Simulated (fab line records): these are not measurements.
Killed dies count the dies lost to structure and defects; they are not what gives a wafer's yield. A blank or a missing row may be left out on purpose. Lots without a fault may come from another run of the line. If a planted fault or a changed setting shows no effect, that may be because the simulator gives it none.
Chamber matching || flow rit-cmos || RIT_GATE_ETCH_19 on rie-si-02: 4 sister chambers
The step etches poly-Si in SF6/CHF3/O2, stops on SiO2, time 165 s, target depth 312.5 nm. 14 wafers are shown with their chamber, then 7 later ones without.

== EACH WAFER AND ITS CHAMBER ==
{"wafer": "L950.3", "chamber": 1, "throttle-valve-pct (%)": 10.27, "drypump-motor-current-A (A)": 4.9, "oes-product-au (a.u.)": 0.819}
{"wafer": "L950.4", "chamber": 2, "throttle-valve-pct (%)": 10.28, "drypump-motor-current-A (A)": 5.2, "oes-product-au (a.u.)": 0.835}
{"wafer": "L950.6", "chamber": 1, "throttle-valve-pct (%)": 10.28, "drypump-motor-current-A (A)": 4.9, "oes-product-au (a.u.)": 0.822}
{"wafer": "L952.1", "chamber": 1, "throttle-valve-pct (%)": 10.27, "drypump-motor-current-A (A)": 4.9, "oes-product-au (a.u.)": 0.810}
{"wafer": "L952.2", "chamber": 0, "throttle-valve-pct (%)": 10.17, "drypump-motor-current-A (A)": 5.5, "oes-product-au (a.u.)": 0.840}
{"wafer": "L952.6", "chamber": 1, "throttle-valve-pct (%)": 10.28, "drypump-motor-current-A (A)": 4.9, "oes-product-au (a.u.)": 0.809}
{"wafer": "L956.2", "chamber": 3, "throttle-valve-pct (%)": 10.37, "drypump-motor-current-A (A)": 5.0, "oes-product-au (a.u.)": 0.822}
{"wafer": "L956.5", "chamber": 2, "throttle-valve-pct (%)": 10.27, "drypump-motor-current-A (A)": 5.2, "oes-product-au (a.u.)": 0.840}
{"wafer": "L956.6", "chamber": 1, "throttle-valve-pct (%)": 10.27, "drypump-motor-current-A (A)": 4.9, "oes-product-au (a.u.)": 0.804}
{"wafer": "L958.1", "chamber": 1, "throttle-valve-pct (%)": 10.25, "drypump-motor-current-A (A)": 5.0, "oes-product-au (a.u.)": 0.823}
{"wafer": "L958.2", "chamber": 2, "throttle-valve-pct (%)": 10.29, "drypump-motor-current-A (A)": 5.2, "oes-product-au (a.u.)": 0.850}
{"wafer": "L958.4", "chamber": 3, "throttle-valve-pct (%)": 10.37, "drypump-motor-current-A (A)": 4.9, "oes-product-au (a.u.)": 0.832}
{"wafer": "L959.2", "chamber": 2, "throttle-valve-pct (%)": 10.27, "drypump-motor-current-A (A)": 5.2, "oes-product-au (a.u.)": 0.843}
{"wafer": "L959.4", "chamber": 0, "throttle-valve-pct (%)": 10.18, "drypump-motor-current-A (A)": 5.5, "oes-product-au (a.u.)": 0.838}

SIGNATURES (averages over the wafers above)
{"reading": "throttle-valve-pct", "chamber 0": 10.1750, "chamber 1": 10.2700, "chamber 2": 10.2775, "chamber 3": 10.3700, "scatter within a chamber": 0.00962}
{"reading": "drypump-motor-current-A", "chamber 0": 5.500, "chamber 1": 4.917, "chamber 2": 5.200, "chamber 3": 4.950, "scatter within a chamber": 0.0365}
{"reading": "oes-product-au", "chamber 0": 0.83900, "chamber 1": 0.81450, "chamber 2": 0.84200, "chamber 3": 0.82700, "scatter within a chamber": 0.00692}
Rule: for a wafer and a chamber, the distance is found by dividing, reading by reading, the gap between the wafer's reading and the chamber's mean by the reading's scatter, squaring, summing and taking the root. If the next closest chamber is less than 2 further off than the closest, the wafer can't be placed; otherwise it belongs to the closest. How the scatter is found: for the shown wafers, subtract from each reading the mean of its chamber, square and add these, divide the total by (wafers less chambers), then take the root.

== WAFERS MISSING THEIR CHAMBER ==
{"wafer": "L959.6", "throttle-valve-pct (%)": 10.27, "drypump-motor-current-A (A)": 5.2, "oes-product-au (a.u.)": 0.847}
{"wafer": "L960.3", "throttle-valve-pct (%)": 10.38, "drypump-motor-current-A (A)": 5.0, "oes-product-au (a.u.)": 0.816}
{"wafer": "L960.4", "throttle-valve-pct (%)": 10.27, "drypump-motor-current-A (A)": 5.2, "oes-product-au (a.u.)": 0.841}
{"wafer": "L960.6", "throttle-valve-pct (%)": 10.15, "drypump-motor-current-A (A)": 5.5, "oes-product-au (a.u.)": 0.829}
{"wafer": "L968.6", "throttle-valve-pct (%)": 10.28, "drypump-motor-current-A (A)": 5.2, "oes-product-au (a.u.)": 0.841}
{"wafer": "L970.1", "throttle-valve-pct (%)": 10.27, "drypump-motor-current-A (A)": 4.9, "oes-product-au (a.u.)": 0.819}
{"wafer": "L970.4", "throttle-valve-pct (%)": 10.27, "drypump-motor-current-A (A)": 4.9, "oes-product-au (a.u.)": 0.819}

== THE CHAMBER EACH PASSED THROUGH ==
{"wafer": "L959.6", "from the rows above": 2, "in truth": 2}
{"wafer": "L960.3", "from the rows above": 3, "in truth": 3}
{"wafer": "L960.4", "from the rows above": 2, "in truth": 2}
{"wafer": "L960.6", "from the rows above": 0, "in truth": 0}
{"wafer": "L968.6", "from the rows above": 2, "in truth": 2}
{"wafer": "L970.1", "from the rows above": 1, "in truth": 1}
{"wafer": "L970.4", "from the rows above": 1, "in truth": 1}
7 of 7 placed correctly. From these rows, 0 cannot be placed. Wrongly placed: 0.
